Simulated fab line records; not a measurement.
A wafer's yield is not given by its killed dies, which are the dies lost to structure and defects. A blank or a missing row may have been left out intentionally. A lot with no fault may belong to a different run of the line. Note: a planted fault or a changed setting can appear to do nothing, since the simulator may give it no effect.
fab line records ; flow ritCmos
record: lots: 6; wafers: 18; lastDay: 7
route steps=202 shown NWELL@38 PWELL@39 WELLDRIVE@50 NRETRO@53 M1@202
lots that met no fault: from a run of the same line without faults
startH: hours from the record's first day to the start of the lot's first wafer shown ; waitH: how many hours have passed since the lot's step before this one ; " unchanged from the row above ; L1.1+2: several wafers, shown together as one row ; - value missing, or start not given ; * or withheld: withheld ; < > ~ a bound
route shown NAME@n: a module of which the file shows steps, and the number in the route of the first ; usual: average and standard deviation across the fault-free wafers ; same: alike in all rows ; chamber/n: place in a boat ; sites: each site's reading ; _std_site: standard deviation of those values ; _edge_site: inner sites' mean taken away from outer sites' mean ; radiusMm: how far each site lies from the wafer's centre ; mask NAME#n: copy n ; behind: the most recent tool/chamber to have shaped the wafer ; hold: why the lot was held/for how many hours/how that ended ; device: the n, p or np transistor that did not switch ; end of line: the same wafers' tests at the end of the route ; a step with no rows: only its recipe ; killed: dies lost to structure and defects at the first sort, not the wafer's yield ; map: dies across one wafer; x = killed, . = not, _ = none there
set.NAME: setting as actually run; set.NAME@STEP: the setting as run at that earlier step ; model.NAME: the simulator's own value behind a step, which no gauge read
lots seen at some steps along the route; tables by step, rows by wafer
services: when a tool's chamber went out of use (startH, in hours from the record's first day, below 0 if earlier), for how many hours, and the reason
== steps ==
step: RIT_NWELL_TW_MEAS_10
usual: NWELL_TW: 2163/10
lot.wafer;tool;chamber;startH;waitH;NWELL_TW
L249.2;filmMetro-02;-;38.47;0.1;2168
L249.3;filmMetro-02;-;38.47;0.1;2165
L249.5;filmMetro-02;-;38.47;0.1;2154
L250.2;filmMetro-02;-;41.11;0.1;2159
L250.5;filmMetro-02;-;41.11;0.1;2161
L250.6;filmMetro-02;-;41.11;0.1;2172
L254.2;filmMetro-03;-;61.00;0.1;2187
L254.3;filmMetro-03;-;61.00;0.1;2186
L254.5;filmMetro-03;-;61.00;0.1;2180
L255.3;filmMetro-03;-;66.73;0.1;2181
L255.5;filmMetro-03;-;66.73;0.1;2191
L255.6;filmMetro-03;-;66.73;0.1;2184
L267.3;filmMetro-02;-;126.61;0.1;2156
L267.4;filmMetro-02;-;126.61;0.1;2161
L267.6;filmMetro-02;-;126.61;0.1;2172
L268.3;filmMetro-04;-;131.00;0.1;2161
L268.4;filmMetro-04;-;131.00;0.1;2156
L268.5;filmMetro-04;-;131.00;0.1;2158
step: RIT_PWELL_HMDS_00
recipe: primeTimeS: 60; primeTempC: 140
step: RIT_PWELL_COAT_01
recipe: resist: NOVOLAK; spinRpm: 2000; resistThkNm: 1300
step: RIT_PWELL_SOFTBAKE_02
recipe: resist: NOVOLAK; tempC: 90; timeS: 60
step: RIT_PWELL_EXPOSE_03
recipe: maskId: M3; na: 0.57; targetCdNm: 43700; doseMj: 250
step: RIT_PWELL_PEB_04
recipe: resist: NOVOLAK; tempC: withheld; timeS: withheld
step: RIT_PWELL_DEVELOP_05
recipe: resist: NOVOLAK; developTimeS: 68; devTempC: 23
step: RIT_PWELL_OVL_MEAS_06
usual: PWELL_OVL: -0.2/1.1
lot.wafer;tool;chamber;startH;waitH;PWELL_OVL[nm]
L249.2;overlay-01;-;39.53;-;0.3
L249.3;overlay-01;-;39.53;-;-0.6
L249.5;overlay-01;-;39.53;-;0.2
L250.2;overlay-01;-;42.04;-;1.8
L250.5;overlay-01;-;42.04;-;1.8
L250.6;overlay-01;-;42.04;-;0.9
L254.2;overlay-02;-;62.09;-;0.2
L254.3;overlay-02;-;62.09;-;-0.4
L254.5;overlay-02;-;62.09;-;-1.2
L255.3;overlay-01;-;67.67;-;-2.4
L255.5;overlay-01;-;67.67;-;-1.4
L255.6;overlay-01;-;67.67;-;-0.5
L267.3;overlay-01;-;127.55;-;0.7
L267.4;overlay-01;-;127.55;-;0.8
L267.6;overlay-01;-;127.55;-;0.4
L268.3;overlay-02;-;132.10;-;-0.8
L268.4;overlay-02;-;132.10;-;-0.4
L268.5;overlay-02;-;132.10;-;-0.9
step: RIT_PWELL_HARDBAKE_07
recipe: resist: NOVOLAK; tempC: 140; timeS: 120
step: RIT_PWELL_IMPLANT_08
recipe: species: B; energyKev: 170; doseCm2: 7e+13; tiltDeg: 7
step: RIT_PWELL_STRIP_09
recipe: chemistry: O2; timeS: 180; resist: NOVOLAK; platenTempC: withheld; powerW: 500; pressureMtorr: 4000; o2FlowSccm: 4000
usual: drypumpMotorCurrentA: 5.6/0.53
lot.wafer;tool;chamber;startH;waitH;drypumpMotorCurrentA;rfHoursCounterH
L249.2;plasmaAsher-03;1;40.13;0.1;4.8;41
L249.3;plasmaAsher-03;0;40.13;0.1;5.8;-
L249.5;plasmaAsher-03;1;40.13;0.1;4.8;-
L250.2;plasmaAsher-02;0;42.47;0.1;6.1;23
L250.5;plasmaAsher-02;1;42.47;0.1;4.9;-
L250.6;plasmaAsher-02;0;42.47;0.1;6.1;-
L254.2;plasmaAsher-03;1;62.52;0.1;4.8;44
L254.3;plasmaAsher-03;1;62.52;0.1;4.8;-
L254.5;plasmaAsher-03;0;62.52;0.1;5.8;-
L255.3;plasmaAsher-03;0;68.16;0.1;5.8;-
L255.5;plasmaAsher-03;0;68.16;0.1;5.8;-
L255.6;plasmaAsher-03;1;68.16;0.1;4.8;-
L267.3;plasmaAsher-01;0;128.03;0.1;5.4;-
L267.4;plasmaAsher-01;1;128.03;0.1;6.1;-
L267.6;plasmaAsher-01;0;128.03;0.1;5.4;-
L268.3;plasmaAsher-02;1;132.58;0.1;4.9;-
L268.4;plasmaAsher-02;0;132.58;0.1;6.1;-
L268.5;plasmaAsher-02;1;132.58;0.1;4.9;-
step: RIT_PWELL_TW_MEAS_10
usual: PWELL_TW: 960/4.1
lot.wafer;tool;chamber;startH;waitH;PWELL_TW
L249.2;filmMetro-02;-;40.31;0.1;961
L249.3;filmMetro-02;-;40.31;0.1;961
L249.5;filmMetro-02;-;40.31;0.1;960
L250.2;filmMetro-04;-;42.66;0.1;952
L250.5;filmMetro-04;-;42.66;0.1;954
L250.6;filmMetro-04;-;42.66;0.1;960
L254.2;filmMetro-04;-;62.71;0.1;960
L254.3;filmMetro-04;-;62.71;0.1;954
L254.5;filmMetro-04;-;62.71;0.1;954
L255.3;filmMetro-02;-;68.30;0.1;959
L255.5;filmMetro-02;-;68.30;0.1;955
L255.6;filmMetro-02;-;68.30;0.1;958
L267.3;filmMetro-03;-;128.17;0.1;956
L267.4;filmMetro-03;-;128.17;0.1;961
L267.6;filmMetro-03;-;128.17;0.1;964
L268.3;filmMetro-02;-;132.72;0.1;953
L268.4;filmMetro-02;-;132.72;0.1;962
L268.5;filmMetro-02;-;132.72;0.1;956
step: RIT_WELLDRIVE_ANNEAL_00
recipe: tempC: 1100; timeS: 14700; ambient: N2
usual: spikeTcCentreC: 1102.3/1.1; spikeTcLoadC: 1126/3.7; spikeTcSourceC: 1126/3; tubeCenterTempC: 1100/0.096; tube_center_temp_C_max: 1102.8/0.48
lot.wafer;tool;chamber;startH;waitH;spikeTcCentreC;spikeTcLoadC;spikeTcSourceC;tubeCenterTempC;tube_center_temp_C_max
L249.2;furnace-01;0;41.79;1.5;1103.0;1129;1124;1100;1103.2
L249.3;furnace-01;0;41.79;1.5;1102.9;1130;1124;1099.9;1102.2
L249.5;furnace-01;0;41.79;1.5;1102.3;1130;1122;1100;1103.0
L250.2;furnace-03;0;42.71;0.0;1102.2;1122;1125;1100;1102.4
L250.5;furnace-03;0;42.71;0.0;1103.9;1122;1126;1100;1104.6
L250.6;furnace-03;0;42.71;0.0;1102.8;1121;1125;1099.8;1103.2
L254.2;furnace-03;0;62.76;0.0;1043.8;1061;1066;1039.9;1043.9
L254.3;furnace-03;0;62.76;0.0;1043.7;1061;1064;1039.9;1043.4
L254.5;furnace-03;0;62.76;0.0;1040.3;1061;1065;1040.1;1042.8
L255.3;furnace-03;0;68.34;0.0;1041.6;1061;1065;1040;1042.6
L255.5;furnace-03;0;68.34;0.0;1039.5;1060;1066;1040;1042.6
L255.6;furnace-03;0;68.34;0.0;1043.2;1061;1067;1040;1043.3
L267.3;furnace-02;0;128.37;0.2;1101.9;1128;1130;1100.1;1103.5
L267.4;furnace-02;0;128.37;0.2;1102.2;1128;1130;1099.9;1102.6
L267.6;furnace-02;0;128.37;0.2;1100.6;1129;1131;1099.9;1103.4
L268.3;furnace-01;0;132.76;0.0;1102.2;1128;1121;1099.8;1102.4
L268.4;furnace-01;0;132.76;0.0;1103.2;1128;1125;1100.1;1102.6
L268.5;furnace-01;0;132.76;0.0;1102.2;1128;1123;1099.9;1101.9
step: RIT_WELLDRIVE_RS_MEAS_01
recipe: thkMeasGauge: four-point-probe
usual: NWELL_RS: 275.5/0.85
lot.wafer;tool;chamber;startH;waitH;NWELL_RS[ohm/sq]
L249.2;filmMetro-03;-;46.89;0.0;274.9
L249.3;filmMetro-03;-;46.89;0.0;275.0
L249.5;filmMetro-03;-;46.89;0.0;275.1
L250.2;filmMetro-04;-;47.81;0.0;275.8
L250.5;filmMetro-04;-;47.81;0.0;276.9
L250.6;filmMetro-04;-;47.81;0.0;275.8
L254.2;filmMetro-03;-;67.86;0.0;346.5
L254.3;filmMetro-03;-;67.86;0.0;347.7
L254.5;filmMetro-03;-;67.86;0.0;346.3
L255.3;filmMetro-02;-;73.46;0.0;344.9
L255.5;filmMetro-02;-;73.46;0.0;345.3
L255.6;filmMetro-02;-;73.46;0.0;346.4
L267.3;filmMetro-03;-;133.49;0.0;275.2
L267.4;filmMetro-03;-;133.49;0.0;274.8
L267.6;filmMetro-03;-;133.49;0.0;275.1
L268.3;filmMetro-03;-;137.88;0.0;275.7
L268.4;filmMetro-03;-;137.88;0.0;275.0
L268.5;filmMetro-03;-;137.88;0.0;275.1
step: RIT_WELLDRIVE_RS_MEAS_02
recipe: thkMeasGauge: four-point-probe
usual: PWELL_RS: 429.6/1.3
lot.wafer;tool;chamber;startH;waitH;PWELL_RS[ohm/sq]
L249.2;filmMetro-03;-;47.01;0.1;429.1
L249.3;filmMetro-03;-;47.01;0.1;428.2
L249.5;filmMetro-03;-;47.01;0.1;429.3
L250.2;filmMetro-04;-;47.93;0.1;431.7
L250.5;filmMetro-04;-;47.93;0.1;430.9
L250.6;filmMetro-04;-;47.93;0.1;431.3
L254.2;filmMetro-03;-;67.98;0.1;494.8
L254.3;filmMetro-03;-;67.98;0.1;495.5
L254.5;filmMetro-03;-;67.98;0.1;495.0
L255.3;filmMetro-02;-;73.58;0.1;493.8
L255.5;filmMetro-02;-;73.58;0.1;492.8
L255.6;filmMetro-02;-;73.58;0.1;494.4
L267.3;filmMetro-03;-;133.61;0.1;428.0
L267.4;filmMetro-03;-;133.61;0.1;429.1
L267.6;filmMetro-03;-;133.61;0.1;427.3
L268.3;filmMetro-03;-;138.00;0.1;429.8
L268.4;filmMetro-03;-;138.00;0.1;429.9
L268.5;filmMetro-03;-;138.00;0.1;429.9
step: RIT_NRETRO_HMDS_00
recipe: primeTimeS: 60; primeTempC: 140
step: RIT_M1_PROBE_99
usual: killedAtContacts: 0.1/0.32; killedAtFrontEnd: 7/3; killedDies: 7/3; killedOpen: 3.4/2.2; killedShort: 3.3/1.8
same: grossDies: 264; killed_at_M0_to_M3: 0; killed_at_M4_up: 0; killedAtBackSide: 0; killedAtOther: 0
lot.wafer;tool;chamber;startH;waitH;killedAtContacts;killedAtFrontEnd;killedDies;killedOpen;killedShort;model.etest.pmos_0p3.rOnOhmUm;model.etest.pmosTurned.rOnOhmUm;model.etest.pmos_0p15.rOnOhmUm;model.etest.nwellPinched.rsOhmSq;model.etest.pwell.rsOhmSq;model.etest.pwellPinched.rsOhmSq;model.etest.pmosTurned.driveUaUm;model.etest.pmos_0p15.driveUaUm
L249.2;prober-02;-;76.34;0.1;0;5;5;3;2;6423;3505;2823;335.4;410.7;458;185.3;247.8
L249.3;prober-02;-;76.39;0.2;0;3;3;0;3;6301;3364;2732;333.3;418;455.3;194.2;256.1
L249.5;prober-02;-;76.49;0.2;1;3;4;1;3;6347;3384;2757;337.3;412.4;452.5;192.6;251.6
L250.2;prober-01;-;78.24;0.1;0;8;8;4;4;5951;3119;2565;339.9;419.5;459.5;211;279.2
L250.5;prober-01;-;78.39;0.2;0;4;4;2;2;6062;3207;2590;336.4;418.8;465.6;207.3;274.6
L250.6;prober-01;-;78.44;0.2;0;7;7;1;6;6154;3293;2655;338.9;415.1;456.7;200.8;270.1
L254.2;prober-01;-;97.26;0.1;0;5;5;0;5;7137;4202;3201;505.2;488.8;526.5;136.1;206.4
L254.3;prober-01;-;97.31;0.2;0;1;1;1;0;7170;4237;3213;496.2;483.3;525.3;132.3;203
L254.5;prober-01;-;97.41;0.2;0;11;11;7;4;7094;4171;3188;498.4;486.7;526.5;136;205.6
L255.3;prober-02;-;104.71;0.2;0;6;6;5;1;6996;3993;3129;503;485.2;524;144.8;208.8
L255.5;prober-02;-;104.81;0.2;0;6;6;4;2;7088;4074;3133;498;491.6;526.5;141.5;208.8
L255.6;prober-02;-;104.86;0.2;0;6;6;4;2;6857;3922;2991;493;491.1;526.6;149.9;217.3
L267.3;prober-02;-;162.25;0.2;1;11;12;6;6;6138;3288;2647;336.2;411.6;454.2;201.2;268.8
L267.4;prober-02;-;162.30;0.2;0;3;3;1;2;6314;3425;2797;337.4;413.9;452.5;191.1;253.6
L267.6;prober-02;-;162.40;0.2;0;12;12;3;9;6238;3401;2763;339.1;408.6;452.3;193.4;257
L268.3;prober-01;-;165.86;0.2;0;5;5;2;3;6187;3351;2729;339.1;416.3;462.4;196;259.3
L268.4;prober-01;-;165.91;0.2;0;9;9;4;5;6154;3358;2701;334.7;414.4;462.1;197.7;265.2
L268.5;prober-01;-;165.96;0.2;0;6;6;2;4;6185;3362;2708;336.4;410.6;460.7;195.8;265.1
killed by level:class
L249.2 FOX1:geometricParticle:short=1 GATE:geometricParticle:open=1 REOX:geometricParticle:short=1 SPACER:geometricParticle:open=1 SILICIDE:geometricParticle:open=1
L249.3 FOX1:geometricParticle:short=1 GATE:geometricParticle:short=1 SPACER:geometricParticle:short=1
L249.5 FOX2:geometricParticle:short=1 GATE:geometricParticle:short=1 SPACER:geometricParticle:short=1 CONTACT:geometricParticle:open=1
L250.2 SILICIDE:geometricParticle:short=2 SILICIDE:geometricParticle:open=2 FOX1:geometricParticle:open=1 FOX1:geometricParticle:short=1 GATE:geometricParticle:short=1 GATE:geometricParticle:open=1
L250.5 ACTIVE:geometricParticle:open=1 FOX2:geometricParticle:open=1 GATE:geometricParticle:short=1 REOX:geometricParticle:short=1
L250.6 SILICIDE:geometricParticle:short=3 GATE:geometricParticle:short=2 SPACER:geometricParticle:short=1 SILICIDE:geometricParticle:open=1
L254.2 GATE:geometricParticle:short=2 FOX2:geometricParticle:short=1 REOX:geometricParticle:short=1 SPACER:geometricParticle:short=1
L254.3 FOX1:geometricParticle:open=1
L254.5 GATE:geometricParticle:open=3 REOX:geometricParticle:short=2 SPACER:geometricParticle:open=2 REOX:geometricParticle:open=1 SPACER:geometricParticle:short=1 SILICIDE:geometricParticle:short=1 SILICIDE:geometricParticle:open=1
L255.3 GATE:geometricParticle:open=2 REOX:geometricParticle:open=2 FOX2:geometricParticle:open=1 SILICIDE:geometricParticle:short=1
L255.5 SPACER:geometricParticle:open=2 FOX1:geometricParticle:open=1 GATE:geometricParticle:short=1 GATE:geometricParticle:open=1 SPACER:geometricParticle:short=1
L255.6 FOX1:geometricParticle:open=1 GATE:geometricParticle:short=1 REOX:geometricParticle:open=1 REOX:geometricParticle:short=1 SPACER:geometricParticle:open=1 SILICIDE:geometricParticle:open=1
L267.3 GATE:geometricParticle:short=4 GATE:geometricParticle:open=2 SILICIDE:geometricParticle:open=2 FOX2:geometricParticle:open=1 FOX2:geometricParticle:short=1 SPACER:geometricParticle:short=1 CONTACT:geometricParticle:open=1
L267.4 GATE:geometricParticle:open=1 SPACER:geometricParticle:short=1 SILICIDE:geometricParticle:short=1
L267.6 GATE:geometricParticle:short=4 FOX2:geometricParticle:short=2 SILICIDE:geometricParticle:short=2 SILICIDE:geometricParticle:open=2 GATE:geometricParticle:open=1 SPACER:geometricParticle:short=1
L268.3 FOX1:geometricParticle:short=3 FOX1:geometricParticle:open=1 GATE:geometricParticle:open=1
L268.4 REOX:geometricParticle:open=2 SILICIDE:geometricParticle:short=2 FOX1:geometricParticle:open=1 FOX1:geometricParticle:short=1 GATE:geometricParticle:short=1 REOX:geometricParticle:short=1 SILICIDE:geometricParticle:open=1
L268.5 GATE:geometricParticle:short=2 REOX:geometricParticle:short=1 SPACER:geometricParticle:open=1 SILICIDE:geometricParticle:open=1 SILICIDE:geometricParticle:short=1
== services ==
tool;chamber;startH;hours;kind
plasmaAsher-02;-;24.19;15.5;repair
furnace-02;-;114.22;2.1;pm
furnace-03;-;126.84;4.6;pm
== key ==
firstSign: step: RIT_WELLDRIVE_ANNEAL_00; reading: tubeCenterTempC; direction: down; sigmas: 99+; usual: *; struck: *
effect: step: RIT_WELLDRIVE_ANNEAL_00; reading: tube_center_temp_C_max; direction: down; sigmas: 99+; usual: *; struck: *
effect: step: RIT_WELLDRIVE_RS_MEAS_01; reading: NWELL_RS; direction: up; sigmas: 83; usual: 275.5; struck: 346.2
effect: step: RIT_WELLDRIVE_RS_MEAS_02; reading: PWELL_RS; direction: up; sigmas: 48; usual: 429.6; struck: 494.4
modelEffect: step: RIT_M1_PROBE_99; value: etest.pmos_0p3.rOnOhmUm; without: 6353; struck: 7057
metAt RIT_WELLDRIVE_ANNEAL_00
struckWafers L254.2,L254.3,L254.5,L255.3,L255.5,L255.6
testerLeftOut L254,L255
onsetBetween 42.71 62.76
fault: kind: processParameterDrift; tool: furnace-03; chamber: -; onsetH: 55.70; steps: RIT_WELLDRIVE_ANNEAL_00; channel: tempC; offset: *; shape: step; endH: 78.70; actsIn: *; stated: *
testerLeftOut: of these lots the tester's yield and bins aren't shown, on N5 and GAA mostly nor the transistor test; their killed dies are dies lost to structure and defects alone, not to doping, threshold or leakage, so they don't give the yield
